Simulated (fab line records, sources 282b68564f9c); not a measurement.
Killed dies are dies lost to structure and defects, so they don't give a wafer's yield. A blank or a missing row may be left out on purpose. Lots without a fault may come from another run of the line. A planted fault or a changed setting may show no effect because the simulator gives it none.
fab line records | flow rit_cmos
record lots=15 wafers=45 last_day=7
route steps=202 shown ACTIVE@2 FOX2@80 M1@202
lots that met no fault: from a run of the same line without faults
start_h: hours from the record's first day to the start of the lot's first wafer shown | wait_h: hours since the lot's step before | " the same as in the row above | L1.1+2: a row that stands for several wafers | - no value, or no start given | * or withheld: withheld | < > ~ a bound
route shown NAME@n: a module of which the file shows steps, and the number in the route of the first | usual: mean/standard deviation of fault-free wafers | same: alike in all rows | chamber/n: place in a boat | sites: the reading at each site | _std_site: their standard deviation | _edge_site: outer sites' mean less inner sites' | radius_mm: how far each site lies from the wafer's centre | mask NAME#n: copy n | behind: the tool/chamber that last shaped the wafer | hold: why the lot was held/for how many hours/how that ended | device: the transistor (n, p or np) that didn't switch | end of line: the same wafers' tests at the end of the route | a step without rows: its recipe alone | killed: dies lost to structure and defects at the first sort, not the wafer's yield | map: a wafer's dies, x killed, . not, _ none there
set.NAME: the setting as run; set.NAME@STEP: as run at that earlier step | model.NAME: the simulator's own value behind a step, which no gauge read
steps of the route over a sample of lots; a table a step, a row a wafer
services: from which hour (start_h, from the record's first day; less than 0 if before it) a tool's chamber was out of use, for how many hours, and why
## steps
# step RIT_ACTIVE_OXIDATION_01
# recipe temp_c=1000 ambient=O2 target_thk_a=468 ox_time_s=3360
# usual spike_tc_centre_C=1001.7/1.4 spike_tc_load_C=1027/4.2 spike_tc_source_C=1026.9/1.9 tube_center_temp_C=1000/0.088 tube_center_temp_C_max=1002.6/0.4 zone_power_source_pct=36.5/0.48
# columns lot.wafer tool chamber start_h wait_h spike_tc_centre_C spike_tc_load_C spike_tc_source_C tube_center_temp_C tube_center_temp_C_max zone_power_source_pct
L502.1 furnace-03 0 26.56 1.5 1003.2 1025 1027.4 1000.1 1002.3 36.1
L502.3 " 0 " " 1002.6 1026 1027.9 999.94 1002.3 36.2
L502.6 " 0 " " 1003.3 1026 1029.0 1000 1002.2 36.5
L503.2 furnace-03 0 31.13 1.1 1002.7 1023 1029.2 1000.1 1002.6 36.5
L503.5 " 0 " " 1002.8 1026 1029.8 1000 1002.3 36.4
L503.6 " 0 " " 1003.4 1026 1028.1 1000 1001.9 36.2
L504.1 furnace-01 0 36.28 1.3 1000.4 1031 1022.6 999.97 1002.7 35.7
L504.2 " 0 " " 1000.4 1031 1023.0 999.92 1002.4 36.8
L504.4 " 0 " " 999.5 1032 1026.3 1000.1 1002.9 36.5
L505.4 furnace-01 0 41.02 0.9 998.8 1030 1025.2 1000.1 1003.4 36.6
L505.5 " 0 " " 1000.9 1030 1025.3 1000 1003.0 36.4
L505.6 " 0 " " 1001.4 1029 1025.7 1000.1 1002.4 36.1
L506.4 furnace-01 0 45.51 0.4 999.6 1030 1025.4 999.93 1003.2 36.5
L506.5 " 0 " " 1002.2 1030 1024.7 1000.1 1002.9 35.6
L506.6 " 0 " " 1000.8 1032 1023.9 999.9 1002.9 36.1
L507.2 furnace-04 0 50.39 0.4 1000.3 1019 1027.0 1000 1002.4 38.0
L507.3 " 0 " " 1000.0 1018 1026.7 1000.2 1002.6 37.4
L507.4 " 0 " " 999.6 1020 1026.4 999.97 1002.8 37.3
L508.2 furnace-01 0 55.70 0.7 1001.3 1030 1026.5 999.95 1003.8 36.3
L508.5 " 0 " " 1001.4 1029 1024.1 1000 1003.0 36.7
L508.6 " 0 " " 1001.4 1030 1024.7 999.95 1002.5 37.2
L510.3 furnace-03 0 65.12 0.1 1002.1 1025 1030.0 999.98 1002.8 35.7
L510.4 " 0 " " 1002.5 1025 1029.1 1000.1 1002.4 36.4
L510.5 " 0 " " 1001.6 1028 1028.8 999.94 1002.1 36.7
L511.2 furnace-01 0 70.12 0.1 999.8 1031 1025.2 999.86 1001.8 36.8
L511.3 " 0 " " 1001.3 1032 1023.1 1000 1002.4 36.4
L511.4 " 0 " " 1002.1 1028 1024.2 999.95 1002.6 36.3
L513.1 furnace-01 0 80.12 0.1 1001.0 1031 1023.9 1000 1002.3 36.4
L513.3 " 0 " " 1000.6 1031 1025.7 999.82 1002.6 36.3
L513.6 " 0 " " 1000.2 1032 1024.9 999.98 1002.8 36.5
L518.2 furnace-01 0 106.00 1.0 1001.0 1029 1024.2 1000 1003.2 36.3
L518.5 " 0 " " 1002.3 1030 1023.7 1000.1 1002.5 35.5
L518.6 " 0 " " 1001.8 1031 1024.5 1000.1 1002.5 36.1
L519.1 furnace-03 0 110.12 0.1 976.7 1000 1003.6 974.9 976.9 33.9
L519.3 " 0 " " 978.5 1001 1004.1 974.98 977.7 34.0
L519.4 " 0 " " 977.9 999 1003.8 975.02 977.6 34.4
L520.3 furnace-03 0 115.12 0.1 977.6 1002 1003.2 974.98 977.3 33.8
L520.4 " 0 " " 978.8 1000 1003.5 975.09 977.9 34.8
L520.6 " 0 " " 977.8 1000 1003.8 975.06 977.2 34.1
L521.4 furnace-03 0 120.12 0.0 976.2 1001 1002.2 975.01 977.2 34.4
L521.5 " 0 " " 979.3 1000 1002.7 975.02 977.1 33.7
L521.6 " 0 " " 977.3 1001 1003.8 974.89 977.7 33.9
L522.1 furnace-04 0 125.76 0.7 1001.0 1019 1027.9 1000.1 1002.7 37.5
L522.4 " 0 " " 1001.8 1021 1027.8 1000 1002.4 36.9
L522.5 " 0 " " 1000.9 1018 1026.8 999.89 1002.8 36.6
# step RIT_ACTIVE_THK_MEAS_02
# recipe reads=SiO2_of_ACTIVE_OXIDATION_01
# usual ACTIVE_OXIDE_THK=46.6/0.99
# columns lot.wafer tool chamber start_h wait_h ACTIVE_OXIDE_THK[nm]
L502.1 film_metro-01 - 28.49 0.0 45.2
L502.3 " - " " 46.0
L502.6 " - " " 46.1
L503.2 film_metro-04 - 33.07 0.0 46.7
L503.5 " - " " 47.0
L503.6 " - " " 45.6
L504.1 film_metro-01 - 38.22 0.0 47.6
L504.2 " - " " 47.8
L504.4 " - " " 47.3
L505.4 film_metro-04 - 42.99 0.0 45.8
L505.5 " - " " 45.5
L505.6 " - " " 45.8
L506.4 film_metro-04 - 47.47 0.0 46.0
L506.5 " - " " 45.6
L506.6 " - " " 45.6
L507.2 film_metro-04 - 52.34 0.0 47.0
L507.3 " - " " 47.0
L507.4 " - " " 46.8
L508.2 film_metro-04 - 57.64 0.0 46.9
L508.5 " - " " 47.4
L508.6 " - " " 47.2
L510.3 film_metro-01 - 67.08 0.0 46.7
L510.4 " - " " 47.4
L510.5 " - " " 47.4
L511.2 film_metro-03 - 72.06 0.0 47.0
L511.3 " - " " 46.7
L511.4 " - " " 46.8
L513.1 film_metro-03 - 82.05 0.0 45.1
L513.3 " - " " 45.5
L513.6 " - " " 45.8
L518.2 film_metro-03 - 107.94 0.0 45.3
L518.5 " - " " 44.6
L518.6 " - " " 44.8
L519.1 film_metro-03 - 112.05 0.0 37.1
L519.3 " - " " 36.9
L519.4 " - " " 36.9
L520.3 film_metro-03 - 117.07 0.0 37.7
L520.4 " - " " 37.5
L520.6 " - " " 37.3
L521.4 film_metro-01 - 122.08 0.0 37.7
L521.5 " - " " 37.8
L521.6 " - " " 37.9
L522.1 film_metro-01 - 127.69 0.0 46.9
L522.4 " - " " 46.5
L522.5 " - " " 46.8
# step RIT_ACTIVE_THK_MEAS_04
# recipe reads=Si3N4_of_ACTIVE_CVD_03
# usual ACTIVE_NITRIDE_THK=149.8/1.1
# columns lot.wafer tool chamber start_h wait_h ACTIVE_NITRIDE_THK[nm]
L502.1 film_metro-03 - 29.97 0.0 151.5
L502.3 " - " " 150.7
L502.6 " - " " 149.9
L503.2 film_metro-03 - 35.04 0.0 150.2
L503.5 " - " " 150.2
L503.6 " - " " 149.7
L504.1 film_metro-04 - 39.69 0.0 149.0
L504.2 " - " " 149.0
L504.4 " - " " 149.8
L505.4 film_metro-01 - 44.46 0.0 150.3
L505.5 " - " " 150.4
L505.6 " - " " 150.7
L506.4 film_metro-03 - 48.95 0.0 149.0
L506.5 " - " " 148.5
L506.6 " - " " 148.9
L507.2 film_metro-04 - 53.81 0.0 149.2
L507.3 " - " " 149.6
L507.4 " - " " 149.8
L508.2 film_metro-03 - 59.12 0.0 149.2
L508.5 " - " " 150.1
L508.6 " - " " 148.7
L510.3 film_metro-04 - 68.55 0.0 150.9
L510.4 " - " " 151.2
L510.5 " - " " 150.4
L511.2 film_metro-03 - 73.54 0.0 150.0
L511.3 " - " " 150.7
L511.4 " - " " 149.6
L513.1 film_metro-04 - 83.53 0.0 150.7
L513.3 " - " " 149.6
L513.6 " - " " 150.5
L518.2 film_metro-01 - 109.42 0.0 149.0
L518.5 " - " " 149.2
L518.6 " - " " 149.3
L519.1 film_metro-03 - 113.53 0.0 150.5
L519.3 " - " " 149.4
L519.4 " - " " 150.2
L520.3 film_metro-04 - 118.55 0.0 150.1
L520.4 " - " " 149.9
L520.6 " - " " 149.7
L521.4 film_metro-04 - 123.56 0.0 148.8
L521.5 " - " " 150.3
L521.6 " - " " 150.5
L522.1 film_metro-04 - 129.17 0.0 150.6
L522.4 " - " " 151.2
L522.5 " - " " 150.7
# step RIT_ACTIVE_STRIP_14
# recipe chemistry=O2 time_s=180 resist=NOVOLAK platen_temp_c=withheld power_w=500 pressure_mtorr=4000 o2_flow_sccm=4000
# usual drypump_motor_current_A=5.8/0.46
# columns lot.wafer tool chamber start_h wait_h drypump_motor_current_A rf_hours_counter_h
L502.1 plasma_asher-02 0 31.41 0.1 6.3 39
L502.3 " 0 " " 6.3 -
L502.6 " 0 " " 6.3 -
L503.2 plasma_asher-01 1 36.47 0.1 6.3 40
L503.5 " 0 " " 5.1 -
L503.6 " 1 " " 6.3 -
L504.1 plasma_asher-01 0 41.01 0.1 5.1 40
L504.2 " 1 " " 6.2 40
L504.4 " 0 " " 5.0 -
L505.4 plasma_asher-02 1 45.93 0.1 5.9 -
L505.5 " 1 " " 5.9 -
L505.6 " 0 " " 6.3 -
L506.4 plasma_asher-02 1 50.29 0.1 6.0 -
L506.5 " 1 " " 6.0 -
L506.6 " 0 " " 6.4 -
L507.2 plasma_asher-01 1 55.12 0.1 6.3 42
L507.3 " 0 " " 5.1 -
L507.4 " 1 " " 6.2 -
L508.2 plasma_asher-01 0 60.54 0.1 5.0 43
L508.5 " 0 " " 5.0 -
L508.6 " 1 " " 6.2 -
L510.3 plasma_asher-01 1 70.03 0.1 6.2 -
L510.4 " 0 " " 5.0 -
L510.5 " 0 " " 5.1 -
L511.2 plasma_asher-01 0 74.84 0.1 5.0 44
L511.3 " 1 " " 6.2 -
L511.4 " 0 " " 5.1 -
L513.1 plasma_asher-01 0 84.97 0.1 5.1 45
L513.3 " 0 " " 5.1 -
L513.6 " 1 " " 6.3 -
L518.2 plasma_asher-01 1 110.97 0.1 6.3 48
L518.5 " 0 " " 5.1 -
L518.6 " 1 " " 6.3 -
L519.1 plasma_asher-02 0 114.84 0.1 6.3 48
L519.3 " 1 " " 5.9 -
L519.4 " 0 " " 6.3 -
L520.3 plasma_asher-03 1 120.03 0.1 5.8 -
L520.4 " 0 " " 5.9 -
L520.6 " 1 " " 5.8 -
L521.4 plasma_asher-02 0 124.90 0.1 6.3 -
L521.5 " 1 " " 5.9 -
L521.6 " 0 " " 6.3 -
L522.1 plasma_asher-03 1 130.61 0.1 5.8 33
L522.4 " 0 " " 5.9 -
L522.5 " 0 " " 5.9 -
# step RIT_FOX2_THK_MEAS_91
# recipe reads=SiO2_of_FOX2_OXIDATION_00
# usual FIELD_OXIDE_LEFT_2_THK=255/7.3
# columns lot.wafer tool chamber start_h wait_h FIELD_OXIDE_LEFT_2_THK[nm]
L502.1 film_metro-02 - 48.16 0.0 269
L502.3 " - " " 264
L502.6 " - " " 262
L503.2 film_metro-02 - 54.43 0.0 261
L503.5 " - " " 264
L503.6 " - " " 265
L504.1 film_metro-01 - 59.45 0.0 261
L504.2 " - " " 258
L504.4 " - " " 260
L505.4 film_metro-03 - 64.70 0.0 251
L505.5 " - " " 245
L505.6 " - " " 243
L506.4 film_metro-03 - 67.48 0.0 256
L506.5 " - " " 256
L506.6 " - " " 263
L507.2 film_metro-01 - 73.73 0.0 244
L507.3 " - " " 242
L507.4 " - " " 242
L508.2 film_metro-02 - 78.82 0.0 253
L508.5 " - " " 251
L508.6 " - " " 248
L510.3 film_metro-01 - 88.03 0.0 249
L510.4 " - " " 254
L510.5 " - " " 257
L511.2 film_metro-01 - 93.26 0.0 254
L511.3 " - " " 263
L511.4 " - " " 261
L513.1 film_metro-02 - 104.79 0.0 255
L513.3 " - " " 252
L513.6 " - " " 250
L518.2 film_metro-03 - 128.74 0.0 264
L518.5 " - " " 264
L518.6 " - " " 265
L519.1 film_metro-01 - 133.59 0.0 258
L519.3 " - " " 259
L519.4 " - " " 259
L520.3 film_metro-01 - 136.85 0.0 260
L520.4 " - " " 258
L520.6 " - " " 257
L521.4 film_metro-02 - 143.25 0.0 264
L521.5 " - " " 263
L521.6 " - " " 266
L522.1 film_metro-02 - 148.21 0.0 249
L522.4 " - " " 252
L522.5 " - " " 252
# step RIT_M1_PROBE_99
# usual killed_at_contacts=0.1/0.24 killed_at_front_end=7/3.2 killed_dies=7/3.2 killed_open=3.6/2.1 killed_short=3.5/2
# same gross_dies=264 killed_at_M0_to_M3=0 killed_at_M4_up=0 killed_at_back_side=0 killed_at_other=0
# columns lot.wafer tool chamber start_h wait_h killed_at_contacts killed_at_front_end killed_dies killed_open killed_short
L502.1 prober-01 - 74.16 0.1 0 1 1 1 0
L502.3 prober-01 - 74.26 0.2 0 5 5 1 4
L502.6 prober-01 - 74.41 0.2 0 6 6 3 3
L503.2 prober-02 - 81.64 0.1 0 5 5 3 2
L503.5 prober-02 - 81.79 0.2 0 11 11 7 4
L503.6 prober-02 - 81.84 0.2 0 11 11 6 5
L504.1 prober-01 - 86.29 0.1 0 5 5 4 1
L504.2 prober-01 - 86.34 0.1 0 7 7 4 3
L504.4 prober-01 - 86.44 0.2 0 7 7 4 3
L505.4 prober-02 - 89.60 0.2 0 2 2 1 1
L505.5 prober-02 - 89.65 0.2 1 3 4 1 3
L505.6 prober-02 - 89.70 0.2 0 5 5 2 3
L506.4 prober-01 - 92.77 0.2 0 12 12 8 4
L506.5 prober-01 - 92.82 0.2 0 16 16 5 11
L506.6 prober-01 - 92.87 0.2 0 14 14 9 5
L507.2 prober-02 - 101.95 0.1 0 6 6 4 2
L507.3 prober-02 - 102.00 0.2 0 3 3 1 2
L507.4 prober-02 - 102.05 0.2 0 3 3 1 2
L508.2 prober-01 - 103.76 0.1 0 3 3 1 2
L508.5 prober-01 - 103.91 0.2 0 1 1 0 1
L508.6 prober-01 - 103.96 0.2 0 8 8 3 5
L510.3 prober-01 - 113.04 0.2 0 9 9 4 5
L510.4 prober-01 - 113.09 0.2 0 9 9 6 3
L510.5 prober-01 - 113.14 0.2 0 4 4 2 2
L511.2 prober-02 - 122.56 0.1 0 12 12 7 5
L511.3 prober-02 - 122.61 0.2 0 3 3 1 2
L511.4 prober-02 - 122.66 0.2 0 5 5 4 1
L513.1 prober-02 - 131.78 0.1 0 8 8 4 4
L513.3 prober-02 - 131.88 0.2 1 4 5 2 3
L513.6 prober-02 - 132.03 0.2 0 9 9 4 5
L518.2 prober-01 - 155.93 0.1 0 8 8 5 3
L518.5 prober-01 - 156.08 0.2 1 3 4 4 0
L518.6 prober-01 - 156.13 0.2 0 6 6 1 5
L519.1 prober-02 - 162.21 0.1 0 9 9 6 3
L519.3 prober-02 - 162.31 0.2 0 9 9 5 4
L519.4 prober-02 - 162.36 0.2 0 4 4 2 2
L520.3 prober-01 - 163.98 0.2 0 5 5 1 4
L520.4 prober-01 - 164.03 0.2 0 6 6 3 3
L520.6 prober-01 - 164.13 0.2 0 4 4 2 2
L521.4 prober-02 - 170.55 0.2 1 7 8 5 3
L521.5 prober-02 - 170.60 0.2 0 4 4 2 2
L521.6 prober-02 - 170.65 0.2 0 4 4 2 2
L522.1 prober-01 - 173.68 0.1 0 17 17 11 6
L522.4 prober-01 - 173.83 0.2 0 18 18 10 8
L522.5 prober-01 - 173.88 0.2 0 10 10 5 5
# killed by level:class
L502.1 SPACER:geometric_particle:open=1
L502.3 REOX:geometric_particle:short=3 GATE:geometric_particle:short=1 GATE:geometric_particle:open=1
L502.6 FOX2:geometric_particle:short=1 REOX:geometric_particle:open=1 REOX:geometric_particle:short=1 SPACER:geometric_particle:open=1 SILICIDE:geometric_particle:open=1 SILICIDE:geometric_particle:short=1
L503.2 GATE:geometric_particle:open=2 FOX1:geometric_particle:open=1 GATE:geometric_particle:short=1 SPACER:geometric_particle:short=1
L503.5 GATE:geometric_particle:open=6 FOX1:geometric_particle:short=2 GATE:geometric_particle:short=1 REOX:geometric_particle:open=1 REOX:geometric_particle:short=1
L503.6 FOX1:geometric_particle:short=3 REOX:geometric_particle:open=2 SILICIDE:geometric_particle:short=2 FOX1:geometric_particle:open=1 GATE:geometric_particle:open=1 SPACER:geometric_particle:open=1 SILICIDE:geometric_particle:open=1
L504.1 GATE:geometric_particle:open=2 FOX1:geometric_particle:open=1 FOX2:geometric_particle:open=1 GATE:geometric_particle:short=1
L504.2 GATE:geometric_particle:open=4 GATE:geometric_particle:short=1 SPACER:geometric_particle:short=1 SILICIDE:geometric_particle:short=1
L504.4 GATE:geometric_particle:short=3 GATE:geometric_particle:open=2 REOX:geometric_particle:open=1 SPACER:geometric_particle:open=1
L505.4 GATE:geometric_particle:short=1 SILICIDE:geometric_particle:open=1
L505.5 SILICIDE:geometric_particle:short=3 CONTACT:geometric_particle:open=1
L505.6 GATE:geometric_particle:short=2 GATE:geometric_particle:open=1 REOX:geometric_particle:open=1 SILICIDE:geometric_particle:short=1
L506.4 GATE:geometric_particle:open=3 SPACER:geometric_particle:short=3 REOX:geometric_particle:open=2 SPACER:geometric_particle:open=2 REOX:geometric_particle:short=1 SILICIDE:geometric_particle:open=1
L506.5 REOX:geometric_particle:short=5 REOX:geometric_particle:open=4 GATE:geometric_particle:short=2 SILICIDE:geometric_particle:short=2 FOX1:geometric_particle:short=1 GATE:geometric_particle:open=1 SPACER:geometric_particle:short=1
L506.6 GATE:geometric_particle:open=5 GATE:geometric_particle:short=2 REOX:geometric_particle:open=2 SPACER:geometric_particle:open=2 SILICIDE:geometric_particle:short=2 REOX:geometric_particle:short=1
L507.2 GATE:geometric_particle:open=3 GATE:geometric_particle:short=1 REOX:geometric_particle:open=1 REOX:geometric_particle:short=1
L507.3 GATE:geometric_particle:open=1 GATE:geometric_particle:short=1 REOX:geometric_particle:short=1
L507.4 GATE:geometric_particle:open=1 GATE:geometric_particle:short=1 REOX:geometric_particle:short=1
L508.2 GATE:geometric_particle:open=1 GATE:geometric_particle:short=1 SPACER:geometric_particle:short=1
L508.5 FOX1:geometric_particle:short=1
L508.6 FOX1:geometric_particle:short=2 GATE:geometric_particle:open=2 FOX2:geometric_particle:open=1 GATE:geometric_particle:short=1 REOX:geometric_particle:short=1 SILICIDE:geometric_particle:short=1
L510.3 SPACER:geometric_particle:short=4 SPACER:geometric_particle:open=2 FOX2:geometric_particle:short=1 GATE:geometric_particle:open=1 SILICIDE:geometric_particle:open=1
L510.4 SILICIDE:geometric_particle:open=3 GATE:geometric_particle:short=2 FOX1:geometric_particle:open=1 FOX2:geometric_particle:open=1 SPACER:geometric_particle:short=1 SPACER:geometric_particle:open=1
L510.5 REOX:geometric_particle:open=2 GATE:geometric_particle:short=1 SPACER:geometric_particle:short=1
L511.2 GATE:geometric_particle:short=4 GATE:geometric_particle:open=3 SPACER:geometric_particle:open=2 FOX1:geometric_particle:open=1 SPACER:geometric_particle:short=1 SILICIDE:geometric_particle:open=1
L511.3 FOX1:geometric_particle:open=1 FOX2:geometric_particle:short=1 GATE:geometric_particle:short=1
L511.4 GATE:geometric_particle:open=2 FOX1:geometric_particle:short=1 REOX:geometric_particle:open=1 SILICIDE:geometric_particle:open=1
L513.1 GATE:geometric_particle:open=3 GATE:geometric_particle:short=3 FOX1:geometric_particle:short=1 FOX1:geometric_particle:open=1
L513.3 GATE:geometric_particle:open=2 FOX1:geometric_particle:short=1 GATE:geometric_particle:short=1 CONTACT:geometric_particle:short=1
L513.6 GATE:geometric_particle:short=3 GATE:geometric_particle:open=2 FOX1:geometric_particle:short=1 FOX2:geometric_particle:short=1 REOX:geometric_particle:open=1 SPACER:geometric_particle:open=1
L518.2 GATE:geometric_particle:short=2 GATE:geometric_particle:open=2 SILICIDE:geometric_particle:open=2 FOX2:geometric_particle:open=1 SILICIDE:geometric_particle:short=1
L518.5 GATE:geometric_particle:open=2 FOX2:geometric_particle:open=1 CONTACT:geometric_particle:open=1
L518.6 GATE:geometric_particle:short=2 SILICIDE:geometric_particle:short=2 FOX1:geometric_particle:short=1 GATE:geometric_particle:open=1
L519.1 GATE:geometric_particle:open=2 GATE:geometric_particle:short=2 SPACER:geometric_particle:open=2 FOX1:geometric_particle:short=1 REOX:geometric_particle:open=1 SILICIDE:geometric_particle:open=1
L519.3 GATE:geometric_particle:open=2 SILICIDE:geometric_particle:open=2 FOX1:geometric_particle:short=1 FOX2:geometric_particle:short=1 REOX:geometric_particle:short=1 SPACER:geometric_particle:open=1 SILICIDE:geometric_particle:short=1
L519.4 FOX1:geometric_particle:open=1 GATE:geometric_particle:open=1 SPACER:geometric_particle:short=1 SILICIDE:geometric_particle:short=1
L520.3 GATE:geometric_particle:short=2 GATE:geometric_particle:open=1 REOX:geometric_particle:short=1 SPACER:geometric_particle:short=1
L520.4 REOX:geometric_particle:open=2 FOX1:geometric_particle:short=1 GATE:geometric_particle:open=1 GATE:geometric_particle:short=1 REOX:geometric_particle:short=1
L520.6 GATE:geometric_particle:open=2 FOX1:geometric_particle:short=1 GATE:geometric_particle:short=1
L521.4 FOX2:geometric_particle:short=2 GATE:geometric_particle:open=2 FOX2:geometric_particle:open=1 CONTACT:geometric_particle:open=1 SPACER:geometric_particle:open=1 SILICIDE:geometric_particle:short=1
L521.5 FOX2:geometric_particle:open=1 FOX2:geometric_particle:short=1 GATE:geometric_particle:short=1 SPACER:geometric_particle:open=1
L521.6 GATE:geometric_particle:open=2 FOX2:geometric_particle:short=1 GATE:geometric_particle:short=1
L522.1 GATE:geometric_particle:open=6 GATE:geometric_particle:short=3 FOX1:geometric_particle:open=2 REOX:geometric_particle:open=2 SILICIDE:geometric_particle:short=2 SPACER:geometric_particle:open=1 SPACER:geometric_particle:short=1
L522.4 GATE:geometric_particle:short=4 SPACER:geometric_particle:open=4 GATE:geometric_particle:open=3 SPACER:geometric_particle:short=3 FOX1:geometric_particle:open=1 FOX2:geometric_particle:short=1 FOX2:geometric_particle:open=1 SILICIDE:geometric_particle:open=1
L522.5 FOX2:geometric_particle:short=2 FOX2:geometric_particle:open=2 GATE:geometric_particle:short=2 GATE:geometric_particle:open=1 SPACER:geometric_particle:short=1 SPACER:geometric_particle:open=1 SILICIDE:geometric_particle:open=1
## services
# columns tool chamber start_h hours kind
furnace-01 - 22.12 3.6 pm
plasma_asher-03 - 27.07 0.7 repair
furnace-04 - 28.30 3.6 pm
plasma_asher-02 - 33.44 0.7 repair
plasma_asher-03 - 109.64 4.5 repair
## key
first_sign step=RIT_ACTIVE_OXIDATION_01 reading=tube_center_temp_C direction=down sigmas=99+ usual=* struck=*
effect step=RIT_ACTIVE_OXIDATION_01 reading=tube_center_temp_C_max direction=down sigmas=63 usual=* struck=*
effect step=RIT_ACTIVE_THK_MEAS_02 reading=ACTIVE_OXIDE_THK direction=down sigmas=9.2 usual=46.6 struck=37.4
met_at RIT_ACTIVE_OXIDATION_01
struck_lots L519,L520,L521
tester_left_out L519,L520,L521
not_acting_at RIT_ACTIVE_THK_MEAS_04,RIT_ACTIVE_STRIP_14,RIT_FOX2_THK_MEAS_91
onset_between 65.12 110.12
fault kind=process_parameter_drift tool=furnace-03 chamber=- onset_h=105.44 steps=RIT_ACTIVE_OXIDATION_01 channel=temp_c offset=* shape=step end_h=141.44 acts_in=* stated=*
# tester_left_out: of these lots the tester's yield and bins aren't shown, on N5 and GAA mostly nor the transistor test; their killed dies are dies lost to structure and defects alone, not to doping, threshold or leakage, so they don't give the yield
